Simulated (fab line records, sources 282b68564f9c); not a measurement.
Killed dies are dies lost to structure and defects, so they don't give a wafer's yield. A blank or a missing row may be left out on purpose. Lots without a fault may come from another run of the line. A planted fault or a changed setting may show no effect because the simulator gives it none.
Tool commonality check | flow rit_cmos | 15 lots, 45 wafers sampled

WHY IT WAS OPENED
At RIT_SILICIDE_RS_MEAS_02 the reading SILICIDE_TI_RS is flagged on 3 of 15 lots. Wafers without a fault read 48.8 ohm/sq, standard deviation 0.91.
Rule: a lot is flagged when every wafer of it that has a number lies more than 4 standard deviations from that mean, or none has a number. The other lots count as sound.

lot  | measured    | on            | SILICIDE_TI_RS (ohm/sq), wafer by wafer | flag
L569 | day 3 04:58 | film_metro-04 | 48.6 47.5 48.4                          |
L570 | day 3 11:17 | film_metro-02 | 47.4 48.4 48.2                          |
L571 | day 3 14:53 | film_metro-03 | 49.8 49.9 49.7                          |
L573 | day 4 04:13 | film_metro-02 | 49.4 48.4 48.3                          |
L575 | day 4 14:37 | film_metro-04 | 49.0 48.6 48.6                          |
L577 | day 5 00:04 | film_metro-02 | 48.8 48.2 47.8                          |
L578 | day 5 05:22 | film_metro-03 | 20.5 20.0 20.0                          | FLAGGED
L579 | day 5 09:32 | film_metro-04 | 48.9 48.6 49.4                          |
L580 | day 5 12:40 | film_metro-02 | 20.9 20.3 20.7                          | FLAGGED
L581 | day 5 16:34 | film_metro-02 | 48.7 49.0 49.8                          |
L582 | day 5 20:43 | film_metro-02 | 50.1 50.1 49.4                          |
L583 | day 6 05:28 | film_metro-03 | 21.1 20.9 20.9                          | FLAGGED
L589 | day 7 07:52 | film_metro-03 | 48.4 49.1 48.2                          |
L590 | day 7 14:11 | film_metro-04 | 49.4 49.2 49.1                          |
L592 | day 7 23:43 | film_metro-03 | 50.0 49.1 49.7                          |
The numbers of the flagged lots are 20.6 ohm/sq on average: -28.2 ohm/sq against the usual, or -31 standard deviations.

WHICH TOOL RAN EACH LOT
The record holds 1 process step before the reading, out of a route of 202 steps. In each cell: the tool, then ch and the chambers that the sampled wafers went through, then the start.
lot  | flag    | RIT_SILICIDE_SPUTTER_01
L569 |         | pvd_sputter-02, day 3 04:49
L570 |         | pvd_sputter-02, day 3 11:08
L571 |         | pvd_sputter-01, day 3 14:43
L573 |         | pvd_sputter-01, day 4 04:04
L575 |         | pvd_sputter-01, day 4 14:28
L577 |         | pvd_sputter-01, day 4 23:55
L578 | FLAGGED | pvd_sputter-02, day 5 04:51
L579 |         | pvd_sputter-01, day 5 09:23
L580 | FLAGGED | pvd_sputter-02, day 5 12:12
L581 |         | pvd_sputter-01, day 5 16:24
L582 |         | pvd_sputter-03, day 5 20:34
L583 | FLAGGED | pvd_sputter-01, day 6 04:58
L589 |         | pvd_sputter-01, day 7 07:43
L590 |         | pvd_sputter-01, day 7 14:02
L592 |         | pvd_sputter-01, day 7 23:33
What these steps do:
- RIT_SILICIDE_SPUTTER_01: material Ti, target thk 30 nm, time 240 s.
- RIT_SILICIDE_RS_MEAS_02: measures by four-point-probe.

FLAGGED OVER TOTAL, TOOL BY TOOL (the gauges that took the reading come last)
step                    | tool           | lots run | flagged | share of the flagged lots | sound lots run after its first flagged lot
RIT_SILICIDE_SPUTTER_01 | pvd_sputter-01 | 10       | 1       | some                      | 3 (L589,L590,L592)
RIT_SILICIDE_SPUTTER_01 | pvd_sputter-02 | 4        | 2       | some                      | 0
RIT_SILICIDE_SPUTTER_01 | pvd_sputter-03 | 1        | 0       | none                      | -
RIT_SILICIDE_RS_MEAS_02 | film_metro-02  | 6        | 1       | some                      | 2 (L581,L582)
RIT_SILICIDE_RS_MEAS_02 | film_metro-03  | 5        | 2       | some                      | 2 (L589,L592)
RIT_SILICIDE_RS_MEAS_02 | film_metro-04  | 4        | 0       | none                      | -

WHAT THE TABLE ALLOWS
No row of the table ran every flagged lot.

WHAT THE SIMULATOR HAD PUT IN
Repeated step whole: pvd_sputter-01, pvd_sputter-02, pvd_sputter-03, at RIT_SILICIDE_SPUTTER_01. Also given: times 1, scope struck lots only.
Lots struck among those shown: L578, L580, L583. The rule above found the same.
